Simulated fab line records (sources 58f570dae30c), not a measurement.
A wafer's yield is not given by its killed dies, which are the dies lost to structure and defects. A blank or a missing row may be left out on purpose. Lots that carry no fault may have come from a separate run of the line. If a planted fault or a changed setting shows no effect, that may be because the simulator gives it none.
Which tool did it? || flow berkeley cmos170 || 14 lots, 42 wafers sampled, at 2 steps of a route of 331

== WHAT EACH GAUGE READ, for each wafer ==
UCB170_SDANNEAL_RS_MEAS_04: measures by four-point-probe.
{"lot": "L292", "measured": "day 7 15:17", "on": "film metro-04", "PLDD_RS (ohm/sq)": "1028.8 1029.1 1032.1"}
{"lot": "L293", "measured": "day 7 14:11", "on": "film metro-03", "PLDD_RS (ohm/sq)": "1033.6 1028.5 1031.3"}
{"lot": "L294", "measured": "day 7 15:05", "on": "film metro-03", "PLDD_RS (ohm/sq)": "1027.8 1029.1 1025.7"}
{"lot": "L295", "measured": "day 7 20:32", "on": "film metro-04", "PLDD_RS (ohm/sq)": "1045.1 1045.0 1043.5"}
{"lot": "L296", "measured": "day 7 20:29", "on": "film metro-02", "PLDD_RS (ohm/sq)": "1043.1 1042.9 1040.3"}
{"lot": "L297", "measured": "day 8 05:47", "on": "film metro-03", "PLDD_RS (ohm/sq)": "1033.4 1031.5 1028.7"}
{"lot": "L298", "measured": "day 8 05:49", "on": "film metro-04", "PLDD_RS (ohm/sq)": "1034.3 1032.1 1034.0"}
{"lot": "L299", "measured": "day 8 06:16", "on": "film metro-03", "PLDD_RS (ohm/sq)": "1033.0 1026.3 1030.5"}
{"lot": "L303", "measured": "day 9 09:56", "on": "film metro-03", "PLDD_RS (ohm/sq)": "1030.7 1029.1 1026.1"}
{"lot": "L309", "measured": "day 10 15:43", "on": "film metro-03", "PLDD_RS (ohm/sq)": "1035.1 1038.0 1033.1"}
{"lot": "L310", "measured": "day 10 16:07", "on": "film metro-02", "PLDD_RS (ohm/sq)": "1031.0 1033.2 1032.4"}
{"lot": "L311", "measured": "day 11 06:48", "on": "film metro-03", "PLDD_RS (ohm/sq)": "1032.4 1034.7 1035.9"}
{"lot": "L312", "measured": "day 11 07:14", "on": "film metro-04", "PLDD_RS (ohm/sq)": "1032.7 1029.3 1033.3"}
{"lot": "L313", "measured": "day 11 16:43", "on": "film metro-04", "PLDD_RS (ohm/sq)": "1034.3 1032.0 1036.1"}

== EACH LOT AND THE TOOL THAT RAN IT (in order: tool; ch and the chambers of the sampled wafers; start) ==
{"lot": "L292", "UCB170_SPACER_ANNEAL_02": "furnace-04 ch 0, day 7 06:45"}
{"lot": "L293", "UCB170_SPACER_ANNEAL_02": "furnace-04 ch 0, day 7 06:45"}
{"lot": "L294", "UCB170_SPACER_ANNEAL_02": "furnace-04 ch 0, day 7 06:45"}
{"lot": "L295", "UCB170_SPACER_ANNEAL_02": "furnace-04 ch 0, day 7 12:25"}
{"lot": "L296", "UCB170_SPACER_ANNEAL_02": "furnace-04 ch 0, day 7 12:25"}
{"lot": "L297", "UCB170_SPACER_ANNEAL_02": "furnace-02 ch 0, day 7 19:59"}
{"lot": "L298", "UCB170_SPACER_ANNEAL_02": "furnace-02 ch 0, day 7 19:59"}
{"lot": "L299", "UCB170_SPACER_ANNEAL_02": "furnace-02 ch 0, day 7 19:59"}
{"lot": "L303", "UCB170_SPACER_ANNEAL_02": "furnace-02 ch 0, day 9 01:55"}
{"lot": "L309", "UCB170_SPACER_ANNEAL_02": "furnace-02 ch 0, day 10 08:23"}
{"lot": "L310", "UCB170_SPACER_ANNEAL_02": "furnace-02 ch 0, day 10 08:23"}
{"lot": "L311", "UCB170_SPACER_ANNEAL_02": "furnace-02 ch 0, day 10 23:55"}
{"lot": "L312", "UCB170_SPACER_ANNEAL_02": "furnace-02 ch 0, day 10 23:55"}
{"lot": "L313", "UCB170_SPACER_ANNEAL_02": "furnace-04 ch 0, day 11 09:12"}
- UCB170_SPACER_ANNEAL_02: time 1800 s.

== AS READ BY THE TOOLS THEMSELVES (means over the sampled wafers that have a number; for cases with no such wafer, the mark the record gives instead) ==
The record holds no such reading with a usual standard deviation.

== THE ANSWER, worked out from the rows above alone ==
Rule: the lots themselves supply what counts as usual. Put in order of their means at a reading, lots are off if they are a third of the lots or fewer, leave a main group of 4 or more, and stand apart from it by a gap of 3 or more times the standard deviation of the main group's means; of several such gaps the widest counts. A main group is skipped when, at the precision printed for the reading in the tables above, its means are all equal. A lot without any number at a reading at which 4 lots or more have one is off too. The other lots that the step has rows for count as sound. The gauges are gone through in route order, then the tools' own readings, and for those a lot's mean is taken as printed above. At the first step where some lot is off, the reading lying furthest off is the one used; lots without a number count as furthest.
Nothing can be told from this: no lot is off at any reading shown.

== WHAT THE SIMULATOR PUT IN ==
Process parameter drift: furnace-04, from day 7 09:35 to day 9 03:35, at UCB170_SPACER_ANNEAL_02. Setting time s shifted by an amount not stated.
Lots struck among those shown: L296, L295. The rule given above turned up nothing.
